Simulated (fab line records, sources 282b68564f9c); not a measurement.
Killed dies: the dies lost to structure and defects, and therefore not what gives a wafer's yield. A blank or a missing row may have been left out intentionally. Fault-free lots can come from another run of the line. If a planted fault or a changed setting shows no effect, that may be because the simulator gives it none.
fab line records ; flow ritCmos
record: lots: 14; wafers: 42; lastDay: 7
route steps=202 shown SPACER@128
lots that met no fault: from a run of the same line without faults
startH: the number of hours between the record's first day and the start of the first shown wafer of the lot ; waitH: hours from the lot's prior step to this one ; " unchanged from the row above ; L1.1+2: a row that stands for several wafers ; - no value, or no start given ; * or withheld: withheld ; < > ~ a bound
route shown NAME@n: a module of which the file shows steps, and the number in the route of the first ; usual: average and standard deviation across the fault-free wafers ; same: alike in all rows ; chamber/n: place in a boat ; sites: each site's reading ; _std_site: how widely they spread, as a standard deviation ; _edge_site: inner sites' mean taken away from outer sites' mean ; radiusMm: for every site, how far away it sits from the centre of the wafer ; mask NAME#n: copy n ; behind: the tool/chamber that last shaped the wafer ; hold: why the lot was held/for how many hours/how that ended ; device: the transistor (n, p or np) that didn't switch ; end of line: tests run on the same wafers once the route is complete ; step lacking rows: just its recipe ; killed: dies lost to structure and defects at the first sort, not the wafer's yield ; map: shows each die of a wafer: x if killed, . if not, _ if none is there
set.NAME: the setting the step ran with; set.NAME@STEP: the setting that earlier step ran with ; model.NAME: the simulator's own value behind a step, which no gauge read
one table for each step of the route and one row for each wafer, over a sample of lots
services: when a tool's chamber went out of use (startH, in hours from the record's first day, below 0 if earlier), for how many hours, and the reason
== steps ==
step: RIT_SPACER_CVD_03
recipe: material: Si3N4; targetThkNm: 250; tempC: 810; precursor: SiH2Cl2/NH3; timeS: 3300; pressureMtorr: 300; sih2cl2FlowSccm: 60; nh3FlowSccm: 150
usual: pressureMtorr: 300.1/0.66
lot.wafer;tool;chamber;startH;waitH;pressureMtorr
L160.3;lpcvd-02;1;47.43;0.8;299.5
L160.5;lpcvd-02;1;47.43;0.8;300.1
L160.6;lpcvd-02;1;47.43;0.8;299.4
L161.1;lpcvd-02;1;54.18;0.0;299.0
L161.2;lpcvd-02;1;54.18;0.0;300.0
L161.6;lpcvd-02;1;54.18;0.0;299.7
L162.1;lpcvd-02;1;56.90;0.0;300.1
L162.2;lpcvd-02;1;56.90;0.0;298.9
L162.3;lpcvd-02;1;56.90;0.0;299.7
L163.1;lpcvd-02;1;59.91;0.0;300.0
L163.4;lpcvd-02;1;59.91;0.0;299.8
L163.5;lpcvd-02;1;59.91;0.0;300.5
L164.2;lpcvd-02;1;68.05;0.0;298.2
L164.4;lpcvd-02;1;68.05;0.0;298.6
L164.6;lpcvd-02;1;68.05;0.0;298.8
L165.2;lpcvd-02;1;74.52;0.0;299.3
L165.3;lpcvd-02;1;74.52;0.0;300.2
L165.4;lpcvd-02;1;74.52;0.0;300.5
L166.1;lpcvd-01;0;78.26;0.0;299.4
L166.2;lpcvd-01;0;78.26;0.0;299.0
L166.3;lpcvd-01;0;78.26;0.0;299.6
L172.2;lpcvd-01;0;110.99;0.0;300.2
L172.3;lpcvd-01;0;110.99;0.0;299.6
L172.5;lpcvd-01;0;110.99;0.0;299.7
L175.1;lpcvd-01;1;126.09;0.0;301.1
L175.5;lpcvd-01;1;126.09;0.0;299.2
L175.6;lpcvd-01;1;126.09;0.0;299.9
L176.2;lpcvd-02;0;130.30;0.0;240.8
L176.4;lpcvd-02;0;130.30;0.0;240.9
L176.6;lpcvd-02;0;130.30;0.0;240.4
L177.2;lpcvd-02;1;135.30;0.0;239.6
L177.4;lpcvd-02;1;135.30;0.0;241.2
L177.6;lpcvd-02;1;135.30;0.0;240.4
L178.1;lpcvd-01;0;137.92;0.0;300.6
L178.4;lpcvd-01;0;137.92;0.0;299.9
L178.5;lpcvd-01;0;137.92;0.0;300.1
L179.4;lpcvd-01;0;139.84;0.2;298.8
L179.5;lpcvd-01;0;139.84;0.2;299.4
L179.6;lpcvd-01;0;139.84;0.2;300.0
L181.1;lpcvd-01;1;154.75;0.1;299.8
L181.5;lpcvd-01;1;154.75;0.1;299.4
L181.6;lpcvd-01;1;154.75;0.1;300.0
step: RIT_SPACER_THK_MEAS_04
recipe: reads: Si3N4_of_SPACER_CVD_03
usual: SPACER_NITRIDE_THK: 249.8/2.1
lot.wafer;tool;chamber;startH;waitH;SPACER_NITRIDE_THK[nm]
L160.3;filmMetro-01;-;49.36;0.0;247.3
L160.5;filmMetro-01;-;49.36;0.0;249.9
L160.6;filmMetro-01;-;49.36;0.0;249.3
L161.1;filmMetro-01;-;56.10;0.0;252.5
L161.2;filmMetro-01;-;56.10;0.0;249.4
L161.6;filmMetro-01;-;56.10;0.0;252.8
L162.1;filmMetro-03;-;58.81;0.0;251.1
L162.2;filmMetro-03;-;58.81;0.0;248.4
L162.3;filmMetro-03;-;58.81;0.0;249.8
L163.1;filmMetro-03;-;61.83;0.0;250.3
L163.4;filmMetro-03;-;61.83;0.0;248.3
L163.5;filmMetro-03;-;61.83;0.0;249.0
L164.2;filmMetro-02;-;69.98;0.0;254.2
L164.4;filmMetro-02;-;69.98;0.0;250.6
L164.6;filmMetro-02;-;69.98;0.0;251.0
L165.2;filmMetro-02;-;76.45;0.0;252.5
L165.3;filmMetro-02;-;76.45;0.0;251.0
L165.4;filmMetro-02;-;76.45;0.0;252.0
L166.1;filmMetro-02;-;80.18;0.0;250.4
L166.2;filmMetro-02;-;80.18;0.0;249.9
L166.3;filmMetro-02;-;80.18;0.0;250.6
L172.2;filmMetro-03;-;112.92;0.0;246.8
L172.3;filmMetro-03;-;112.92;0.0;246.4
L172.5;filmMetro-03;-;112.92;0.0;247.3
L175.1;filmMetro-03;-;128.00;0.0;252.2
L175.5;filmMetro-03;-;128.00;0.0;252.1
L175.6;filmMetro-03;-;128.00;0.0;251.6
L176.2;filmMetro-02;-;133.18;0.0;236.6
L176.4;filmMetro-02;-;133.18;0.0;234.4
L176.6;filmMetro-02;-;133.18;0.0;235.4
L177.2;filmMetro-03;-;137.23;0.0;237.0
L177.4;filmMetro-03;-;137.23;0.0;234.3
L177.6;filmMetro-03;-;137.23;0.0;234.0
L178.1;filmMetro-03;-;139.84;0.0;247.3
L178.4;filmMetro-03;-;139.84;0.0;249.4
L178.5;filmMetro-03;-;139.84;0.0;247.4
L179.4;filmMetro-03;-;141.78;0.0;245.1
L179.5;filmMetro-03;-;141.78;0.0;245.5
L179.6;filmMetro-03;-;141.78;0.0;246.9
L181.1;filmMetro-01;-;156.67;0.0;247.9
L181.5;filmMetro-01;-;156.67;0.0;248.0
L181.6;filmMetro-01;-;156.67;0.0;248.2
step: RIT_SPACER_ETCHBACK_05
recipe: targetDepthA: 2500; SF6_flow_sccm: 30; CHF3_flow_sccm: 30; target: Si3N4; chemistry: SF6/CHF3; pressureMtorr: 40; rfW: 250; timeS: 240; stopOn: SiO2
usual: drypumpMotorCurrentA: 5.8/0.39; oesProductAu: 0.850/0.012; throttleValvePct: 10.23/0.092
lot.wafer;tool;chamber;startH;waitH;drypumpMotorCurrentA;oesProductAu;rfHoursCounterH;throttleValvePct
L160.3;rieDiel-02;3;49.40;0.0;6.3;0.853;38;10.26
L160.5;rieDiel-02;0;49.40;0.0;5.4;0.854;-;10.33
L160.6;rieDiel-02;1;49.40;0.0;5.6;0.874;-;10.14
L161.1;rieDiel-04;1;56.16;0.1;6.4;0.857;151;10.06
L161.2;rieDiel-04;3;56.16;0.1;5.7;0.848;34;10.33
L161.6;rieDiel-04;1;56.16;0.1;6.4;0.858;-;10.06
L162.1;rieDiel-01;0;58.87;0.1;5.1;0.855;21;10.15
L162.2;rieDiel-01;3;58.87;0.1;5.9;0.836;143;10.32
L162.3;rieDiel-01;1;58.87;0.1;6.2;0.839;98;10.15
L163.1;rieDiel-02;1;61.89;0.1;5.6;0.876;97;10.13
L163.4;rieDiel-02;0;61.89;0.1;5.4;0.861;91;10.32
L163.5;rieDiel-02;2;61.89;0.1;6.0;0.840;-;10.35
L164.2;rieDiel-01;3;70.03;0.0;5.9;0.857;143;10.32
L164.4;rieDiel-01;3;70.03;0.0;5.9;0.847;-;10.33
L164.6;rieDiel-01;0;70.03;0.0;5.1;0.860;-;10.18
L165.2;rieDiel-04;3;76.50;0.0;5.7;0.853;35;10.32
L165.3;rieDiel-04;0;76.50;0.0;5.6;0.847;51;10.17
L165.4;rieDiel-04;2;76.50;0.0;6.2;0.853;4;10.26
L166.1;rieDiel-01;1;80.24;0.1;6.2;0.835;98;10.15
L166.2;rieDiel-01;0;80.24;0.1;5.1;0.851;21;10.15
L166.3;rieDiel-01;3;80.24;0.1;6.0;0.844;144;10.34
L172.2;rieDiel-02;1;112.97;0.0;5.6;0.870;99;10.13
L172.3;rieDiel-02;2;112.97;0.0;6.0;0.829;20;10.36
L172.5;rieDiel-02;0;112.97;0.0;5.4;0.860;-;10.33
L175.1;rieDiel-01;0;128.06;0.1;5.1;0.861;22;10.14
L175.5;rieDiel-01;0;128.06;0.1;5.1;0.864;-;10.14
L175.6;rieDiel-01;1;128.06;0.1;6.1;0.838;-;10.14
L176.2;rieDiel-02;1;133.23;0.0;5.6;0.848;99;10.12
L176.4;rieDiel-02;2;133.23;0.0;6.0;0.792;21;10.36
L176.6;rieDiel-02;2;133.23;0.0;6.0;0.801;-;10.37
L177.2;rieDiel-04;1;137.28;0.0;6.4;0.806;152;10.07
L177.4;rieDiel-04;2;137.28;0.0;6.2;0.816;5;10.25
L177.6;rieDiel-04;0;137.28;0.0;5.6;0.815;-;10.15
L178.1;rieDiel-01;2;139.90;0.1;5.4;0.856;3;10.24
L178.4;rieDiel-01;0;139.90;0.1;5.1;0.850;22;10.13
L178.5;rieDiel-01;0;139.90;0.1;5.1;0.851;-;10.13
L179.4;rieDiel-04;0;141.81;0.0;5.6;0.841;52;10.16
L179.5;rieDiel-04;0;141.81;0.0;5.6;0.839;-;10.16
L179.6;rieDiel-04;1;141.81;0.0;6.4;0.845;-;10.06
L181.1;rieDiel-04;2;156.73;0.1;6.1;0.840;6;10.26
L181.5;rieDiel-04;3;156.73;0.1;5.7;0.844;-;10.31
L181.6;rieDiel-04;2;156.73;0.1;6.2;0.839;-;10.24
== services ==
tool;chamber;startH;hours;kind
rieDiel-01;0;43.39;5.3;repair
rieDiel-01;1;43.80;5.5;repair
rieDiel-01;3;47.80;8.6;repair
rieDiel-04;2;54.72;5.8;repair
rieDiel-02;3;67.37;15.7;repair
rieDiel-01;1;68.45;7.7;repair
rieDiel-01;2;102.47;12.0;repair
rieDiel-04;-;126.30;2.6;repair
rieDiel-01;3;141.81;3.2;repair
lpcvd-02;-;142.59;0.9;repair
rieDiel-04;1;146.57;-;clean
rieDiel-04;1;146.57;12.2;scheduledDown
rieDiel-04;1;146.57;12.2;ventCycle
rieDiel-04;-;149.86;0.8;repair
== key ==
firstSign: step: RIT_SPACER_CVD_03; reading: pressureMtorr; direction: down; sigmas: 90; usual: 300.1; struck: 240.6
effect: step: RIT_SPACER_THK_MEAS_04; reading: SPACER_NITRIDE_THK; direction: down; sigmas: 7.1; usual: 249.8; struck: 235.3
effect: step: RIT_SPACER_ETCHBACK_05; reading: oesProductAu; direction: down; sigmas: 3; usual: 0.850; struck: 0.813
metAt RIT_SPACER_CVD_03
struckLots L176,L177
testerLeftOut L176,L177
onsetBetween 74.52 130.30
fault: kind: processParameterDrift; tool: lpcvd-02; chamber: -; onsetH: 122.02; steps: RIT_SPACER_CVD_03; channel: pressureMtorr; offset: -60; shape: step; endH: 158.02; actsIn: theseRecipesOnly; stated: 300
testerLeftOut: of these lots the tester's yield and bins aren't shown, on N5 and GAA mostly nor the transistor test; their killed dies are dies lost to structure and defects alone, not to doping, threshold or leakage, so they don't give the yield
